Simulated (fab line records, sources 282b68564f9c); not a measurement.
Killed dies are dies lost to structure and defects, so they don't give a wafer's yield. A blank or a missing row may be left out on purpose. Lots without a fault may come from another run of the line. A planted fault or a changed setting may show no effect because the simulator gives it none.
fab line records | flow rit_cmos | part 2 of 2: steps 29 to 39 of 39
record lots=5 wafers=15 last_day=7
route steps=202 shown ACTIVE@3 FOX1@20 FOX2@23 NWELL@28 PWELL@39
lots that met no fault: from a run of the same line without faults
start_h: hours from the record's first day to the start of the lot's first wafer shown | wait_h: hours since the lot's step before | " the same as in the row above | L1.1+2: a row that stands for several wafers | - no value, or no start given | * or withheld: withheld | < > ~ a bound
route shown NAME@n: a module of which the file shows steps, and the number in the route of the first | usual: mean/standard deviation of fault-free wafers | same: alike in all rows | chamber/n: place in a boat | sites: the reading at each site | _std_site: their standard deviation | _edge_site: outer sites' mean less inner sites' | radius_mm: how far each site lies from the wafer's centre | mask NAME#n: copy n | behind: the tool/chamber that last shaped the wafer | hold: why the lot was held/for how many hours/how that ended | device: the transistor (n, p or np) that didn't switch | end of line: the same wafers' tests at the end of the route | a step without rows: its recipe alone | killed: dies lost to structure and defects at the first sort, not the wafer's yield | map: a wafer's dies, x killed, . not, _ none there
set.NAME: the setting as run; set.NAME@STEP: as run at that earlier step | model.NAME: the simulator's own value behind a step, which no gauge read
lots at some steps of the route; a table a step, a row a wafer
services: from which hour (start_h, from the record's first day; less than 0 if before it) a tool's chamber was out of use, for how many hours, and why
## steps
# step RIT_NWELL_EXPOSE_03
# recipe mask_id=M2 na=0.57 target_cd_nm=43900 dose_mj=250
# usual exposure_dose_mJ_cm2=250.02/0.26
# columns lot.wafer tool chamber start_h wait_h mask exposure_dose_mJ_cm2
L075.1 iline_stepper-02 0 25.62 0.1 M2#0 250.48
L075.2 " 0 " " M2#0 250.35
L075.5 " 0 " " M2#0 250.12
L081.3 iline_stepper-02 0 55.01 0.2 M2#0 250.38
L081.4 " 0 " " M2#0 249.93
L081.6 " 0 " " M2#0 250.09
L087.3 iline_stepper-02 0 85.50 0.1 M2#0 249.73
L087.4 " 0 " " M2#0 249.86
L087.6 " 0 " " M2#0 250.11
L093.2 iline_stepper-02 0 116.70 0.2 M2#0 249.64
L093.4 " 0 " " M2#0 250.23
L093.5 " 0 " " M2#0 250.14
L097.3 iline_stepper-02 0 138.16 0.2 M2#0 250.01
L097.4 " 0 " " M2#0 250.25
L097.5 " 0 " " M2#0 250.19
# step RIT_NWELL_PEB_04
# recipe resist=NOVOLAK temp_c=withheld time_s=withheld
# usual chill_plate_temp_C=*
# columns lot.wafer tool chamber start_h wait_h chill_plate_temp_C
L075.1 litho_track-04 0 25.74 0.1 *
L075.2 " 0 " " *
L075.5 " 0 " " *
L081.3 litho_track-01 0 55.14 0.1 *
L081.4 " 0 " " *
L081.6 " 0 " " *
L087.3 litho_track-03 0 85.62 0.1 *
L087.4 " 0 " " *
L087.6 " 0 " " *
L093.2 litho_track-01 0 116.82 0.1 *
L093.4 " 0 " " *
L093.5 " 0 " " *
L097.3 litho_track-03 0 138.29 0.1 *
L097.4 " 0 " " *
L097.5 " 0 " " *
# step RIT_NWELL_DEVELOP_05
# recipe resist=NOVOLAK develop_time_s=64.78 dev_temp_c=23
# usual chill_plate_temp_C=23.00/0.12 developer_temp_C=23.00/0.12
# columns lot.wafer tool chamber start_h wait_h chill_plate_temp_C developer_temp_C
L075.1 litho_track-04 0 - - 23.14 23.04
L075.2 " 0 " " 23.18 23.08
L075.5 " 0 " " 23.08 23.28
L081.3 litho_track-01 0 - - 22.89 23.02
L081.4 " 0 " " 22.81 23.04
L081.6 " 0 " " 23.00 22.99
L087.3 litho_track-03 0 - - 22.88 22.81
L087.4 " 0 " " 22.87 22.92
L087.6 " 0 " " 22.88 22.82
L093.2 litho_track-01 0 - - 23.06 23.15
L093.4 " 0 " " 23.05 23.03
L093.5 " 0 " " 22.92 23.10
L097.3 litho_track-03 0 - - 22.96 23.07
L097.4 " 0 " " 22.98 23.21
L097.5 " 0 " " 22.85 23.11
# step RIT_NWELL_OVL_MEAS_06
# usual NWELL_OVL=-0.6/1.1
# columns lot.wafer tool chamber start_h wait_h NWELL_OVL[nm]
L075.1 overlay-01 - 26.05 - -0.5
L075.2 " - " " 1.1
L075.5 " - " " -0.6
L081.3 overlay-01 - 55.41 - 1.6
L081.4 " - " " 0.1
L081.6 " - " " -0.4
L087.3 overlay-01 - 85.90 - -1.7
L087.4 " - " " 0.3
L087.6 " - " " -1.4
L093.2 overlay-01 - 117.12 - 0.7
L093.4 " - " " -0.2
L093.5 " - " " -0.6
L097.3 overlay-02 - 138.57 - -0.1
L097.4 " - " " -2.0
L097.5 " - " " -2.3
# step RIT_NWELL_HARDBAKE_07
# recipe resist=NOVOLAK temp_c=140 time_s=120
# usual chill_plate_temp_C=23.01/0.092
# columns lot.wafer tool chamber start_h wait_h chill_plate_temp_C
L075.1 litho_track-01 0 26.09 0.0 23.15
L075.2 " 0 " " 22.99
L075.5 " 0 " " 23.17
L081.3 litho_track-03 0 55.52 0.1 22.95
L081.4 " 0 " " 23.04
L081.6 " 0 " " 23.00
L087.3 litho_track-04 0 86.01 0.1 22.83
L087.4 " 0 " " 22.94
L087.6 " 0 " " 22.98
L093.2 litho_track-03 0 117.19 0.1 23.01
L093.4 " 0 " " 23.05
L093.5 " 0 " " 22.87
L097.3 litho_track-01 0 138.67 0.1 22.94
L097.4 " 0 " " 23.06
L097.5 " 0 " " 23.05
# step RIT_NWELL_IMPLANT_08
# recipe species=P energy_kev=170 dose_cm2=5e+13 tilt_deg=7
# usual beam_on_s=9.98/0.2
# columns lot.wafer tool chamber start_h wait_h beam_on_s
L075.1 implanter-03 0 26.34 0.2 10.19
L075.2 " 0 " " 9.97
L075.5 " 0 " " 9.89
L081.3 implanter-01 0 55.74 0.2 9.93
L081.4 " 0 " " 10.07
L081.6 " 0 " " 10.07
L087.3 implanter-03 0 86.22 0.2 9.96
L087.4 " 0 " " 10.19
L087.6 " 0 " " 9.88
L093.2 implanter-03 0 117.42 0.2 9.94
L093.4 " 0 " " 10.08
L093.5 " 0 " " 9.69
L097.3 implanter-02 0 138.89 0.2 9.83
L097.4 " 0 " " 9.97
L097.5 " 0 " " 10.00
# step RIT_NWELL_STRIP_09
# recipe chemistry=O2 time_s=180 resist=NOVOLAK platen_temp_c=withheld power_w=500 pressure_mtorr=4000 o2_flow_sccm=4000
# usual drypump_motor_current_A=5.7/0.33
# columns lot.wafer tool chamber start_h wait_h drypump_motor_current_A rf_hours_counter_h
L075.1 plasma_asher-04 1 26.49 0.1 5.3 23
L075.2 " 0 " " 5.8 23
L075.5 " 0 " " 5.7 -
L081.3 plasma_asher-04 1 55.90 0.1 5.3 -
L081.4 " 0 " " 5.7 -
L081.6 " 1 " " 5.4 -
L087.3 plasma_asher-04 0 86.38 0.1 5.7 -
L087.4 " 1 " " 5.3 -
L087.6 " 0 " " 5.7 -
L093.2 plasma_asher-02 1 117.55 0.1 5.7 48
L093.4 " 0 " " 5.9 -
L093.5 " 1 " " 5.7 -
L097.3 plasma_asher-02 1 139.05 0.1 5.8 -
L097.4 " 0 " " 5.9 -
L097.5 " 0 " " 6.0 -
# step RIT_NWELL_TW_MEAS_10
# usual NWELL_TW=2150/17
# columns lot.wafer tool chamber start_h wait_h NWELL_TW
L075.1 film_metro-01 - 26.67 0.1 2185
L075.2 " - " " 2173
L075.5 " - " " 2173
L081.3 film_metro-03 - 56.03 0.1 2149
L081.4 " - " " 2153
L081.6 " - " " 2156
L087.3 film_metro-01 - 86.52 0.1 2162
L087.4 " - " " 2162
L087.6 " - " " 2169
L093.2 film_metro-01 - 117.73 0.1 2156
L093.4 " - " " 2177
L093.5 " - " " 2150
L097.3 film_metro-03 - 139.19 0.1 2139
L097.4 " - " " 2129
L097.5 " - " " 2142
# step RIT_PWELL_HMDS_00
# recipe prime_time_s=60 prime_temp_c=140
# usual chill_plate_temp_C=22.97/0.13
# same prime_time_s=60
# columns lot.wafer tool chamber start_h wait_h chill_plate_temp_C
L075.1 litho_track-04 0 26.73 0.1 23.01
L075.2 " 0 " " 23.03
L075.5 " 0 " " 23.01
L081.3 litho_track-04 0 56.12 0.1 22.86
L081.4 " 0 " " 22.87
L081.6 " 0 " " 23.02
L087.3 litho_track-02 0 86.61 0.1 22.71
L087.4 " 0 " " 22.80
L087.6 " 0 " " 22.80
L093.2 litho_track-01 0 117.81 0.1 23.13
L093.4 " 0 " " 23.16
L093.5 " 0 " " 23.23
L097.3 litho_track-02 0 139.28 0.1 22.98
L097.4 " 0 " " 23.15
L097.5 " 0 " " 23.17
# step RIT_PWELL_COAT_01
# recipe resist=NOVOLAK spin_rpm=2000 resist_thk_nm=1300
# usual chill_plate_temp_C=23.01/0.097
# columns lot.wafer tool chamber start_h wait_h chill_plate_temp_C
L075.1 litho_track-04 0 26.88 0.1 22.96
L075.2 " 0 " " 22.99
L075.5 " 0 " " 22.87
L081.3 litho_track-04 0 56.27 0.1 23.12
L081.4 " 0 " " 23.05
L081.6 " 0 " " 23.10
L087.3 litho_track-02 0 86.76 0.1 22.91
L087.4 " 0 " " 22.78
L087.6 " 0 " " 22.95
L093.2 litho_track-01 0 117.96 0.1 22.98
L093.4 " 0 " " 22.97
L093.5 " 0 " " 22.99
L097.3 litho_track-02 0 139.43 0.1 23.16
L097.4 " 0 " " 23.07
L097.5 " 0 " " 23.17
# step RIT_PWELL_SOFTBAKE_02
# recipe resist=NOVOLAK temp_c=90 time_s=60
# usual chill_plate_temp_C=23.00/0.098
# columns lot.wafer tool chamber start_h wait_h chill_plate_temp_C
L075.1 litho_track-04 0 27.03 0.1 22.93
L075.2 " 0 " " 22.82
L075.5 " 0 " " 22.93
L081.3 litho_track-04 0 56.42 0.1 23.07
L081.4 " 0 " " 23.05
L081.6 " 0 " " 23.04
L087.3 litho_track-02 0 86.91 0.1 22.99
L087.4 " 0 " " 23.02
L087.6 " 0 " " 22.88
L093.2 litho_track-01 0 118.11 0.1 23.02
L093.4 " 0 " " 22.95
L093.5 " 0 " " 23.03
L097.3 litho_track-02 0 139.58 0.1 23.17
L097.4 " 0 " " 22.99
L097.5 " 0 " " 22.79
## services
# columns tool chamber start_h hours kind
furnace-04 - -4.96 1.7 pm
rie_diel-01 - -2.55 14.6 pm
furnace-03 - 4.21 7.0 pm
implanter-02 - 7.96 6.7 repair
iline_stepper-01 - 9.14 5.6 repair
rie_diel-01 2 12.85 1.7 repair
furnace-02 - 13.54 3.9 pm
implanter-01 - 13.96 4.5 pm
plasma_asher-02 - 30.99 2.8 pm
rie_diel-03 0 38.68 1.7 repair
implanter-03 - 45.29 3.1 repair
iline_stepper-02 - 58.13 2.1 pm
implanter-01 - 60.34 0.6 repair
furnace-04 - 61.58 7.8 pm
implanter-03 - 65.50 4.0 pm
wet_bench-03 - 72.83 1.5 repair
furnace-03 - 87.68 3.7 pm
wet_bench-03 - 88.86 2.9 repair
iline_stepper-02 - 96.92 3.0 repair
iline_stepper-01 - 107.89 1.7 pm
furnace-02 - 118.48 7.9 pm
plasma_asher-04 - 130.92 14.6 repair
lpcvd-01 - 133.83 1.9 repair
rie_diel-01 2 138.51 1.3 repair
